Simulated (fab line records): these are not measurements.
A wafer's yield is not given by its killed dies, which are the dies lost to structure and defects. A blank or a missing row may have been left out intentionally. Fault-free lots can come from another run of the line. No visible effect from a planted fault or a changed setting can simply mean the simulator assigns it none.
fab line records	flow ritCmos
record lots=5	wafers=23
route steps=202 shown SPACER@128 NSD@139 PSD@150 SDANNEAL@156 SILICIDE@162 CONTACT@168 M1@184
startH: start of the lot's first displayed wafer, in hours after the record's first day	waitH: hours from the lot's prior step to this one	" unchanged from the row above	L1.1+2: a single row standing in for several wafers	- no value, or no start given	* or withheld: withheld	< > ~ a bound
route shown NAME@n: names a module that has steps shown in the file, with the first one's number in the route	usual: the fault-free wafers' mean and standard deviation	same: alike in all rows	chamber/n: place in a boat	sites: each site's reading	_std_site: the standard deviation of these	_edge_site: the outer-site mean with the inner-site mean subtracted	radiusMm: how far each site lies from the wafer's centre	mask NAME#n: copy n	behind: tool/chamber where the wafer was last shaped	hold: cause of the lot's hold/its duration in hours/its outcome	device: the n, p or np transistor that did not switch	end of line: the route-end tests of the same wafers	for a step that has no rows: nothing shown but its recipe	killed: count of dies lost to structure and defects at first sort (not the wafer's yield)	map: a wafer's dies, marking killed ones x, the rest . and places with no die _
set.NAME: the run value of the setting; set.NAME@STEP: its run value at that earlier step	model.NAME: the simulator's own value behind a step, which no gauge read
one table per step and one row per wafer, for lots whose settings were changed on purpose
## steps
# step RIT_SPACER_CVD_03
# recipe material=Si3N4	targetThkNm=250	tempC=810	precursor=SiH2Cl2/NH3	timeS=3300	pressureMtorr=300	sih2cl2FlowSccm=60	nh3FlowSccm=150
lot.wafer	tool	chamber	startH	waitH	set.timeS	model.Si3N4_of_SPACER_CVD_03.thkNm
L075.2	-	-	-	0.0	3300	253.2
L075.3	"	-	"	"	3300	252.5
L075.4+5	"	-	"	"	3300	254.9
L075.6	"	-	"	"	3300	252.9
L076.1	-	-	-	2.1	3300	255.4
L076.3	"	-	"	"	3300	255.1
L076.4	"	-	"	"	3300	252.7
L076.5	"	-	"	"	3300	254.1
L076.6	"	-	"	"	3300	252.4
L077.1	-	-	-	2.4	3046	231.4
L077.3	"	-	"	"	3046	232.2
L077.4+5	"	-	"	"	3046	230.8
L077.6	"	-	"	"	3046	231.5
L078.1	-	-	-	1.7	3300	248.9
L078.2	"	-	"	"	3300	251.3
L078.3	"	-	"	"	3300	251.7
L078.4	"	-	"	"	3300	250.8
L078.6	"	-	"	"	3300	251.2
L079.4	lpcvd-01	0	75.29	1.9	3300	249
L079.5	"	0	"	"	3300	246.9
L079.6	"	0	"	"	3300	249.2
# step RIT_SPACER_THK_MEAS_04
# recipe reads=Si3N4_of_SPACER_CVD_03
# usual SPACER_NITRIDE_THK=251.5/2.9
lot.wafer	tool	chamber	startH	waitH	set.timeS@SPACER_CVD_03	SPACER_NITRIDE_THK[nm]
L075.2	filmMetro-01	-	-	-	3300	253.3
L075.3	"	-	"	"	3300	252.7
L075.4	"	-	"	"	3300	254.9
L075.5	"	-	"	"	3300	254.9
L075.6	"	-	"	"	3300	252.9
L076.1	filmMetro-01	-	-	-	3300	255.4
L076.3	"	-	"	"	3300	255.1
L076.4	"	-	"	"	3300	252.8
L076.5	"	-	"	"	3300	254.0
L076.6	"	-	"	"	3300	252.4
L077.1	filmMetro-04	-	-	-	3046	231.3
L077.3	"	-	"	"	3046	232.1
L077.4	"	-	"	"	3046	230.6
L077.5	"	-	"	"	3046	230.8
L077.6	"	-	"	"	3046	231.5
L078.1	filmMetro-04	-	-	-	3300	249.0
L078.2	"	-	"	"	3300	251.1
L078.3	"	-	"	"	3300	251.8
L078.4	"	-	"	"	3300	250.9
L078.6	"	-	"	"	3300	251.1
L079.4	filmMetro-01	-	77.23	0.0	3300	249.1
L079.5	"	-	"	"	3300	246.8
L079.6	"	-	"	"	3300	249.2
# step RIT_SPACER_ETCHBACK_05
# recipe targetDepthA=2500	SF6_flow_sccm=30	CHF3_flow_sccm=30	target=Si3N4	chemistry=SF6/CHF3	pressureMtorr=40	rfW=250	timeS=240	stopOn=SiO2
lot.wafer	tool	chamber	startH	waitH	set.timeS@SPACER_CVD_03	model.Si3N4_of_SPACER_CVD_03.thkNm
L075.2	rieDiel-01	0	58.33	0.0	3300	199
L075.3	"	2	"	"	3300	197.2
L075.4	"	3	"	"	3300	199.2
L075.5	"	1	"	"	3300	200.2
L075.6	"	2	"	"	3300	197.5
L076.1	rieDiel-01	2	67.36	0.1	3300	200.5
L076.3	"	1	"	"	3300	200.6
L076.4	"	3	"	"	3300	197.4
L076.5	"	1	"	"	3300	200.3
L076.6	"	0	"	"	3300	198.1
L077.1	rieDiel-03	1	67.36	0.1	3046	181.7
L077.3	"	2	"	"	3046	181.2
L077.4	"	0	"	"	3046	179.8
L077.5	"	3	"	"	3046	181.3
L077.6	"	0	"	"	3046	180.1
L078.1	rieDiel-04	2	72.31	0.1	3300	194.7
L078.2	"	0	"	"	3300	196.5
L078.3	"	3	"	"	3300	196.7
L078.4	"	1	"	"	3300	195.1
L078.6	"	0	"	"	3300	196.1
L079.4	rieDiel-04	0	77.26	0.0	3300	194
L079.5	"	1	"	"	3300	192.5
L079.6	"	0	"	"	3300	194.9
# step RIT_NSD_IMPLANT_08
# recipe species=P	energyKev=25	doseCm2=1e+15	tiltDeg=7
lot.wafer	tool	chamber	startH	waitH	set.doseCm2
L075.2+3+6	implanter-04	0	59.66	0.1	1e+15
L075.4+5	"	0	"	"	1.071e+15
L077.1+4+5	implanter-03	0	68.55	0.1	9.668e+14
L077.3+6	"	0	"	"	1e+15
L076.1+4+5	implanter-04	0	68.79	0.1	1.062e+15
L076.3+6	"	0	"	"	1e+15
L078.1+4+6	implanter-01	0	73.63	0.1	9.669e+14
L078.2+3	"	0	"	"	1e+15
L079.4+5+6	implanter-01	0	78.66	0.1	1e+15
# step RIT_NSD_STRIP_09
# recipe chemistry=O2	timeS=180	resist=NOVOLAK	platenTempC=withheld	powerW=500	pressureMtorr=4000	o2FlowSccm=4000
# step RIT_NSD_TW_MEAS_10
# usual NSD_TW=3135/12
lot.wafer	tool	chamber	startH	waitH	set.doseCm2@NSD_IMPLANT_08	NSD_TW
L075.2	filmMetro-01	-	59.97	0.1	1e+15	3120
L075.3	"	-	"	"	1e+15	3136
L075.4	"	-	"	"	1.071e+15	3189
L075.5	"	-	"	"	1.071e+15	3199
L075.6	"	-	"	"	1e+15	3151
L077.1	filmMetro-04	-	68.87	0.1	9.668e+14	3121
L077.3	"	-	"	"	1e+15	3144
L077.4	"	-	"	"	9.668e+14	3121
L077.5	"	-	"	"	9.668e+14	3102
L077.6	"	-	"	"	1e+15	3158
L076.1	filmMetro-04	-	69.12	0.1	1.062e+15	3177
L076.3	"	-	"	"	1e+15	3130
L076.4	"	-	"	"	1.062e+15	3186
L076.5	"	-	"	"	1.062e+15	3173
L076.6	"	-	"	"	1e+15	3145
L078.1	filmMetro-04	-	73.96	0.1	9.669e+14	3092
L078.2	"	-	"	"	1e+15	3135
L078.3	"	-	"	"	1e+15	3111
L078.4	"	-	"	"	9.669e+14	3095
L078.6	"	-	"	"	9.669e+14	3113
L079.4	filmMetro-01	-	78.94	0.1	1e+15	3116
L079.5	"	-	"	"	1e+15	3146
L079.6	"	-	"	"	1e+15	3116
# step RIT_PSD_IMPLANT_08
# recipe species=BF2	energyKev=27	doseCm2=5e+15	tiltDeg=7
lot.wafer	tool	chamber	startH	waitH	set.energyKev
L075.2+3+4+5+6	implanter-01	0	61.33	0.1	27
L077.1+3+4+5+6	implanter-01	0	70.10	0.1	27
L076.1+3+4+5+6	implanter-02	0	70.34	0.1	27
L078.1+4	implanter-02	0	75.35	0.1	27.52
L078.2+3+6	"	0	"	"	27
L079.4+5+6	implanter-02	0	80.29	0.1	27
# step RIT_PSD_STRIP_09
# recipe chemistry=O2	timeS=180	resist=NOVOLAK	platenTempC=withheld	powerW=500	pressureMtorr=4000	o2FlowSccm=4000
# step RIT_SDANNEAL_RTA_03
# recipe tempC=1050	timeS=5	idleTempC=600	rampUpCPerS=342	rampDownCPerS=171	coolToC=600	ambient=N2
# step RIT_SDANNEAL_RS_MEAS_05
# recipe thkMeasGauge=four-point-probe
# usual NSD_RS=84.62/0.24
lot.wafer	tool	chamber	startH	waitH	set.doseCm2@NSD_IMPLANT_08	NSD_RS[ohm/sq]
L075.2	filmMetro-04	-	62.26	0.1	1e+15	85.14
L075.3	"	-	"	"	1e+15	84.88
L075.4	"	-	"	"	1.071e+15	80.62
L075.5	"	-	"	"	1.071e+15	80.44
L075.6	"	-	"	"	1e+15	84.64
L077.1	filmMetro-01	-	71.03	0.1	9.668e+14	86.82
L077.3	"	-	"	"	1e+15	84.44
L077.4	"	-	"	"	9.668e+14	86.89
L077.5	"	-	"	"	9.668e+14	86.51
L077.6	"	-	"	"	1e+15	84.25
L076.1	filmMetro-04	-	71.27	0.1	1.062e+15	80.77
L076.3	"	-	"	"	1e+15	84.50
L076.4	"	-	"	"	1.062e+15	80.49
L076.5	"	-	"	"	1.062e+15	80.75
L076.6	"	-	"	"	1e+15	84.53
L078.1	filmMetro-01	-	76.28	0.1	9.669e+14	87.42
L078.2	"	-	"	"	1e+15	85.11
L078.3	"	-	"	"	1e+15	84.99
L078.4	"	-	"	"	9.669e+14	87.03
L078.6	"	-	"	"	9.669e+14	87.15
L079.4	filmMetro-01	-	81.22	0.1	1e+15	84.60
L079.5	"	-	"	"	1e+15	84.33
L079.6	"	-	"	"	1e+15	84.51
# step RIT_SILICIDE_SPUTTER_01
# recipe material=Ti	targetThkNm=30	powerW=350	chamberPressurePa=0.667	gas=Ar	timeS=240	substrateTempC=25
lot.wafer	tool	chamber	startH	waitH	set.powerW	model.Ti_of_SILICIDE_SPUTTER_01.thkNm
L075.2	pvdSputter-01	-	62.61	0.0	326.8	27.83
L075.3	"	-	"	"	350	29.71
L075.4	"	-	"	"	326.8	27.76
L075.5	"	-	"	"	350	30.27
L075.6	"	-	"	"	350	29.77
L077.1	pvdSputter-01	-	71.41	0.0	350	29.49
L077.3	"	-	"	"	315.4	26.57
L077.4	"	-	"	"	350	29.99
L077.5	"	-	"	"	315.4	26.54
L077.6	"	-	"	"	315.4	26.85
L076.1	pvdSputter-02	-	71.64	0.0	350	30.63
L076.3	"	-	"	"	350	30.37
L076.4	"	-	"	"	385.9	33.63
L076.5	"	-	"	"	385.9	33.26
L076.6	"	-	"	"	385.9	34
L078.1	pvdSputter-04	-	76.66	0.0	350	29.84
L078.2	"	-	"	"	323.7	27.53
L078.3	"	-	"	"	350	30.04
L078.4	"	-	"	"	350	30.05
L078.6	"	-	"	"	323.7	27.85
L079.4	pvdSputter-01	-	81.53	0.0	350	29.56
L079.5	"	-	"	"	350	29.41
L079.6	"	-	"	"	350	29.05
# step RIT_SILICIDE_RS_MEAS_02
# recipe thkMeasGauge=four-point-probe	reads=Ti_of_SILICIDE_SPUTTER_01
# usual SILICIDE_TI_RS=47.9/0.87
lot.wafer	tool	chamber	startH	waitH	set.powerW@SILICIDE_SPUTTER_01	SILICIDE_TI_RS[ohm/sq]
L075.2	filmMetro-04	-	62.78	0.1	326.8	52.6
L075.3	"	-	"	"	350	48.5
L075.4	"	-	"	"	326.8	52.9
L075.5	"	-	"	"	350	47.4
L075.6	"	-	"	"	350	48.3
L077.1	filmMetro-03	-	71.56	0.1	350	48.9
L077.3	"	-	"	"	315.4	55.7
L077.4	"	-	"	"	350	47.9
L077.5	"	-	"	"	315.4	55.9
L077.6	"	-	"	"	315.4	54.9
L076.1	filmMetro-04	-	71.79	0.1	350	46.5
L076.3	"	-	"	"	350	47.2
L076.4	"	-	"	"	385.9	41.5
L076.5	"	-	"	"	385.9	42.2
L076.6	"	-	"	"	385.9	41.0
L078.1	filmMetro-03	-	76.81	0.1	350	48.2
L078.2	"	-	"	"	323.7	53.3
L078.3	"	-	"	"	350	47.7
L078.4	"	-	"	"	350	47.7
L078.6	"	-	"	"	323.7	52.6
L079.4	filmMetro-04	-	81.74	0.1	350	48.9
L079.5	"	-	"	"	350	49.0
L079.6	"	-	"	"	350	49.9
# step RIT_SILICIDE_THK_MEAS_03
# recipe thkMeasGauge=xrf	reads=Ti_of_SILICIDE_SPUTTER_01
# usual SILICIDE_TI_THK=30.2/0.45
lot.wafer	tool	chamber	startH	waitH	set.powerW@SILICIDE_SPUTTER_01	SILICIDE_TI_THK[nm]
L075.2	filmMetro-04	-	62.89	0.1	326.8	27.9
L075.3	"	-	"	"	350	30.0
L075.4	"	-	"	"	326.8	27.9
L075.5	"	-	"	"	350	30.5
L075.6	"	-	"	"	350	29.9
L077.1	filmMetro-03	-	71.68	0.1	350	29.7
L077.3	"	-	"	"	315.4	26.8
L077.4	"	-	"	"	350	30.2
L077.5	"	-	"	"	315.4	26.8
L077.6	"	-	"	"	315.4	27.1
L076.1	filmMetro-04	-	71.91	0.1	350	30.8
L076.3	"	-	"	"	350	30.6
L076.4	"	-	"	"	385.9	33.8
L076.5	"	-	"	"	385.9	33.4
L076.6	"	-	"	"	385.9	34.2
L078.1	filmMetro-03	-	76.93	0.1	350	30.0
L078.2	"	-	"	"	323.7	27.6
L078.3	"	-	"	"	350	30.2
L078.4	"	-	"	"	350	30.2
L078.6	"	-	"	"	323.7	28.0
L079.4	filmMetro-04	-	81.83	0.1	350	29.7
L079.5	"	-	"	"	350	29.7
L079.6	"	-	"	"	350	29.2
# step RIT_CONTACT_CVD_00
# recipe material=SiO2	targetThkNm=400	precursor=TEOS	tempC=390	timeS=61	rfW=400
lot.wafer	tool	chamber	startH	waitH	set.timeS	model.SiO2_of_CONTACT_CVD_00.thkNm
L075.2+3	pecvd-01	1,2	63.12	0.0	61	-
L075.4	"	2	"	"	54.88	361.9
L075.5	"	0	"	"	61	409.4
L075.6	"	1	"	"	54.88	366.6
L077.1	pecvd-02	0	71.91	0.1	55.81	361.5
L077.3	"	1	"	"	61	392.4
L077.4+6	"	1,2	"	"	55.81	-
L077.5	"	0	"	"	61	-
L076.1+6	pecvd-03	1,2	72.14	0.1	61	-
L076.3	"	2	"	"	63.91	413.6
L076.4	"	1	"	"	63.91	-
L076.5	"	0	"	"	61	400.6
L078.1	pecvd-01	0	77.16	0.1	66.7	-
L078.2	"	2	"	"	61	393.1
L078.3	"	1	"	"	61	-
L078.4	"	1	"	"	61	397.9
L078.6	"	0	"	"	66.7	437.2
L079.4	pecvd-02	2	82.07	0.0	61	407.4
L079.5	"	1	"	"	61	403.5
L079.6	"	0	"	"	61	398.7
# step RIT_CONTACT_THK_MEAS_01
# recipe reads=SiO2_of_CONTACT_CVD_00
# usual CONTACT_TEOS_THK=400/4.7
lot.wafer	tool	chamber	startH	waitH	set.timeS@CONTACT_CVD_00	CONTACT_TEOS_THK[nm]
L075.2	filmMetro-03	-	63.18	0.0	61	403
L075.3	"	-	"	"	61	397
L075.4	"	-	"	"	54.88	362
L075.5	"	-	"	"	61	410
L075.6	"	-	"	"	54.88	367
L077.1	filmMetro-01	-	71.96	0.0	55.81	361
L077.3	"	-	"	"	61	392
L077.4	"	-	"	"	55.81	370
L077.5	"	-	"	"	61	403
L077.6	"	-	"	"	55.81	365
L076.1	filmMetro-01	-	72.19	0.0	61	394
L076.3	"	-	"	"	63.91	414
L076.4	"	-	"	"	63.91	422
L076.5	"	-	"	"	61	400
L076.6	"	-	"	"	61	402
L078.1	filmMetro-03	-	77.21	0.0	66.7	438
L078.2	"	-	"	"	61	393
L078.3	"	-	"	"	61	390
L078.4	"	-	"	"	61	397
L078.6	"	-	"	"	66.7	438
L079.4	filmMetro-03	-	82.13	0.0	61	408
L079.5	"	-	"	"	61	403
L079.6	"	-	"	"	61	399
# step RIT_CONTACT_HMDS_02
# recipe primeTimeS=60	primeTempC=140
# step RIT_CONTACT_COAT_03
# recipe resist=NOVOLAK	spinRpm=3250	resistThkNm=1000
# step RIT_CONTACT_HARDBAKE_10
# recipe resist=NOVOLAK	tempC=140	timeS=60
# step RIT_CONTACT_ETCH_11
# recipe targetDepthA=4800	overEtchFrac=0.2	stopOn=TiSi2	chemistry=CHF3/CF4/Ar	target=SiO2	CHF3_flow_sccm=50	cf4FlowSccm=10	Ar_flow_sccm=100	O2_flow_sccm=5	pressureMtorr=100	rfW=200	timeS=320
lot.wafer	tool	chamber	startH	waitH	set.timeS@CONTACT_CVD_00	model.etch.depthNm	model.CONTACT.featureDepthNm
L075.2	rieDiel-01	1	64.50	0.1	61	-	403.1
L075.3	"	0	"	"	61	-	397.5
L075.4	"	3	"	"	54.88	361.9	361.9
L075.5	"	3	"	"	61	409.4	409.4
L075.6	"	2	"	"	54.88	366.6	366.6
L077.1	rieDiel-03	1	73.39	0.1	55.81	361.5	361.5
L077.3	"	2	"	"	61	392.4	392.4
L077.4	"	0	"	"	55.81	-	369.8
L077.5	"	2	"	"	61	-	403
L077.6	"	1	"	"	55.81	-	364.9
L076.1	rieDiel-01	2	73.74	0.1	61	-	394
L076.3	"	0	"	"	63.91	413.6	413.6
L076.4	"	1	"	"	63.91	-	422
L076.5	"	1	"	"	61	400.6	400.7
L076.6	"	2	"	"	61	-	402.4
L078.1	rieDiel-03	1	78.67	0.1	66.7	-	438.1
L078.2	"	2	"	"	61	393.1	393.1
L078.3	"	0	"	"	61	-	389.7
L078.4	"	3	"	"	61	397.9	397.9
L078.6	"	3	"	"	66.7	437.2	437.2
L079.4	rieDiel-03	3	83.43	0.1	61	407.4	407.4
L079.5	"	0	"	"	61	403.5	403.5
L079.6	"	1	"	"	61	398.7	398.7
# step RIT_M1_SPUTTER_00
# recipe material=Al	targetThkNm=400	powerW=2000	chamberPressurePa=0.4	gas=Ar	timeS=500	substrateTempC=25
lot.wafer	tool	chamber	startH	waitH	set.powerW	model.Al_of_M1_SPUTTER_00.thkNm
L075.2	pvdSputter-02	-	65.34	0.0	2217	447.7
L075.3	"	-	"	"	2217	441.6
L075.4	"	-	"	"	2000	398.6
L075.5	"	-	"	"	2000	400.2
L075.6	"	-	"	"	2000	404.5
L077.1	pvdSputter-03	-	74.22	0.0	2000	402.1
L077.3	"	-	"	"	2000	394
L077.4	"	-	"	"	2138	432.4
L077.5	"	-	"	"	2138	426.6
L077.6	"	-	"	"	2138	434.3
L076.1	pvdSputter-02	-	74.58	0.0	2194	442.4
L076.3	"	-	"	"	2000	408.3
L076.4	"	-	"	"	2194	443.3
L076.5	"	-	"	"	2000	401.9
L076.6	"	-	"	"	2194	441.7
L078.1	pvdSputter-03	-	79.51	0.0	1800	352.8
L078.2	"	-	"	"	2000	394.5
L078.3	"	-	"	"	1800	362.2
L078.4	"	-	"	"	2000	395.5
L078.6	"	-	"	"	2000	394.7
L079.4	pvdSputter-02	-	84.27	0.0	2000	402.7
L079.5	"	-	"	"	2000	406.7
L079.6	"	-	"	"	2000	403.5
# step RIT_M1_RS_MEAS_01
# recipe thkMeasGauge=four-point-probe	reads=Al_of_M1_SPUTTER_00
# usual M1_AL_RS=0.0732/0.00092
lot.wafer	tool	chamber	startH	waitH	set.powerW@M1_SPUTTER_00	M1_AL_RS[ohm/sq]
L075.2	filmMetro-01	-	65.65	0.2	2217	0.0654
L075.3	"	-	"	"	2217	0.0664
L075.4	"	-	"	"	2000	0.0736
L075.5	"	-	"	"	2000	0.0733
L075.6	"	-	"	"	2000	0.0724
L077.1	filmMetro-01	-	74.52	0.1	2000	0.0730
L077.3	"	-	"	"	2000	0.0746
L077.4	"	-	"	"	2138	0.0677
L077.5	"	-	"	"	2138	0.0686
L077.6	"	-	"	"	2138	0.0677
L076.1	filmMetro-04	-	74.88	0.1	2194	0.0664
L076.3	"	-	"	"	2000	0.0722
L076.4	"	-	"	"	2194	0.0661
L076.5	"	-	"	"	2000	0.0732
L076.6	"	-	"	"	2194	0.0663
L078.1	filmMetro-04	-	79.80	0.1	1800	0.0835
L078.2	"	-	"	"	2000	0.0746
L078.3	"	-	"	"	1800	0.0816
L078.4	"	-	"	"	2000	0.0743
L078.6	"	-	"	"	2000	0.0746
L079.4	filmMetro-04	-	84.62	0.2	2000	0.0730
L079.5	"	-	"	"	2000	0.0723
L079.6	"	-	"	"	2000	0.0729
# step RIT_M1_THK_MEAS_02
# recipe thkMeasGauge=xrf	reads=Al_of_M1_SPUTTER_00
# usual M1_AL_THK=399/5.3
lot.wafer	tool	chamber	startH	waitH	set.powerW@M1_SPUTTER_00	M1_AL_THK[nm]
L075.2	filmMetro-01	-	65.76	0.1	2217	450
L075.3	"	-	"	"	2217	442
L075.4	"	-	"	"	2000	398
L075.5	"	-	"	"	2000	400
L075.6	"	-	"	"	2000	402
L077.1	filmMetro-01	-	74.64	0.1	2000	398
L077.3	"	-	"	"	2000	395
L077.4	"	-	"	"	2138	430
L077.5	"	-	"	"	2138	426
L077.6	"	-	"	"	2138	434
L076.1	filmMetro-04	-	75.00	0.1	2194	439
L076.3	"	-	"	"	2000	403
L076.4	"	-	"	"	2194	440
L076.5	"	-	"	"	2000	397
L076.6	"	-	"	"	2194	437
L078.1	filmMetro-04	-	79.92	0.1	1800	348
L078.2	"	-	"	"	2000	389
L078.3	"	-	"	"	1800	359
L078.4	"	-	"	"	2000	392
L078.6	"	-	"	"	2000	393
L079.4	filmMetro-04	-	84.71	0.1	2000	399
L079.5	"	-	"	"	2000	402
L079.6	"	-	"	"	2000	399
## key
split step=RIT_SPACER_CVD_03	setting=timeS	stated=3300	by=lot
response step=RIT_SPACER_CVD_03	reading=model.Si3N4_of_SPACER_CVD_03.thkNm	change=+2.69	per=1%	r=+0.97
response step=RIT_SPACER_THK_MEAS_04	reading=SPACER_NITRIDE_THK	change=+2.7	per=1%	r=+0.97
response step=RIT_SPACER_ETCHBACK_05	reading=model.Si3N4_of_SPACER_CVD_03.thkNm	change=+2.14	per=1%	r=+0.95
split step=RIT_NSD_IMPLANT_08	setting=doseCm2	stated=1e+15	by=wafer
response step=RIT_NSD_TW_MEAS_10	reading=NSD_TW	change=+7.82	per=1%	r=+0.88
response step=RIT_SDANNEAL_RS_MEAS_05	reading=NSD_RS	change=-0.63	per=1%	r=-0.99
split step=RIT_PSD_IMPLANT_08	setting=energyKev	stated=27	by=wafer
response none clear
split step=RIT_SILICIDE_SPUTTER_01	setting=powerW	stated=350	by=wafer
response step=RIT_SILICIDE_SPUTTER_01	reading=model.Ti_of_SILICIDE_SPUTTER_01.thkNm	change=+0.309	per=1%	r=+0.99
response step=RIT_SILICIDE_RS_MEAS_02	reading=SILICIDE_TI_RS	change=-0.64	per=1%	r=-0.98
response step=RIT_SILICIDE_THK_MEAS_03	reading=SILICIDE_TI_THK	change=+0.311	per=1%	r=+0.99
split step=RIT_CONTACT_CVD_00	setting=timeS	stated=61	by=wafer
response step=RIT_CONTACT_CVD_00	reading=model.SiO2_of_CONTACT_CVD_00.thkNm	change=+4.19	per=1%	r=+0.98
response step=RIT_CONTACT_THK_MEAS_01	reading=CONTACT_TEOS_THK	change=+4.14	per=1%	r=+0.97
response step=RIT_CONTACT_ETCH_11	reading=model.etch.depthNm	change=+4.19	per=1%	r=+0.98
response step=RIT_CONTACT_ETCH_11	reading=model.CONTACT.featureDepthNm	change=+4.13	per=1%	r=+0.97
split step=RIT_M1_SPUTTER_00	setting=powerW	stated=2000	by=wafer
response step=RIT_M1_SPUTTER_00	reading=model.Al_of_M1_SPUTTER_00.thkNm	change=+4	per=1%	r=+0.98
response step=RIT_M1_RS_MEAS_01	reading=M1_AL_RS	change=-0.000726	per=1%	r=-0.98
response step=RIT_M1_THK_MEAS_02	reading=M1_AL_THK	change=+4.11	per=1%	r=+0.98
